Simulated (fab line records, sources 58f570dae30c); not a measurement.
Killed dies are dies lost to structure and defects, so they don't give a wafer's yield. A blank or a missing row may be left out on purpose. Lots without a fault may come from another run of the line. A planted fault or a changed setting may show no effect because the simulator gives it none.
One fault seen from 2 desks | flow berkeley_cmos170 | each desk has only its own numbers; what lay behind them comes last

THE TOOL OWNER'S DESK: litho_track-02
The tool's own readings at UCB170_CONTACT_HMDS_03 (prime time 60 s): means of the sampled wafers that have a number, for each lot that ran on this tool. A lot is out of limits, marked OUT, if its mean lies more than 4 standard deviations from the usual mean; the brackets give that distance.
Columns: A = prime_temp_c at UCB170_CONTACT_HMDS_03, usual 100.02 C
lot  | first seen here | A
L162 | day 6 14:21     | 100.05
L167 | day 7 23:16     | 100.11
L170 | day 8 14:10     | 100.15
L174 | day 9 18:43     | 100.11
L177 | day 10 04:34    | 100.65 (+5.3) OUT
L178 | day 10 18:59    | 100.76 (+6.1) OUT
This desk's finding: out of limits on L177, L178; first on L177, day 10 04:34 (prime_temp_c at UCB170_CONTACT_HMDS_03). In limits: L162, L167, L170, L174.

THE METROLOGY DESK
What the gauges read, lot by lot, whatever tool the lot ran on: means of the sampled wafers that have a number. A lot is out of limits, marked OUT, if its mean lies more than 4 standard deviations from the usual mean; the brackets give that distance.
Columns: A = cd_nm at UCB170_CONTACT_CD_MEAS_90, usual 699.8 nm; B = cd_nm at UCB170_M2_CD_MEAS_15, usual 700.4 nm
lot  | first seen here | A     | B
L163 | day 6 17:03     | 699.7 | 698.4
L162 | day 6 17:26     | 700.7 | 700.4
L166 | day 7 09:04     | 700.8 | 698.7
L164 | day 7 09:46     | 700.0 | 701.0
L167 | day 8 02:05     | 699.7 | 699.6
L169 | day 8 08:13     | 702.1 | 700.6
L170 | day 8 16:44     | 700.1 | 701.4
L176 | day 9 20:26     | 699.9 | 700.9
L174 | day 9 20:46     | 700.1 | 699.4
L177 | day 10 07:16    | 698.1 | 701.5
L181 | day 10 21:29    | 697.6 | 699.3
L178 | day 10 21:49    | 695.9 | 699.2
L179 | day 10 21:58    | 698.8 | 700.7
L182 | day 11 11:04    | 699.9 | 702.4
This desk's finding: nothing out of limits on any of the 14 lots.

PUT TOGETHER
The tool owner's desk could have raised an alarm at day 10 04:34, on L177, L178.
The metrology desk saw nothing out of limits.
The metrology desk has L177, L178 on record, within its limits.
Of the lots named, all ran UCB170_CONTACT_HMDS_03 on litho_track-02.

WHAT THE SIMULATOR HAD PUT IN
Process parameter drift: litho_track-02, from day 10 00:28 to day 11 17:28, at UCB170_CONTACT_HMDS_03. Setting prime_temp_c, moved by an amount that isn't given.
Lots struck among those shown: L177, L178.
Hours from the fault's start to each desk's first reading out of limits: the tool owner's desk, 4.
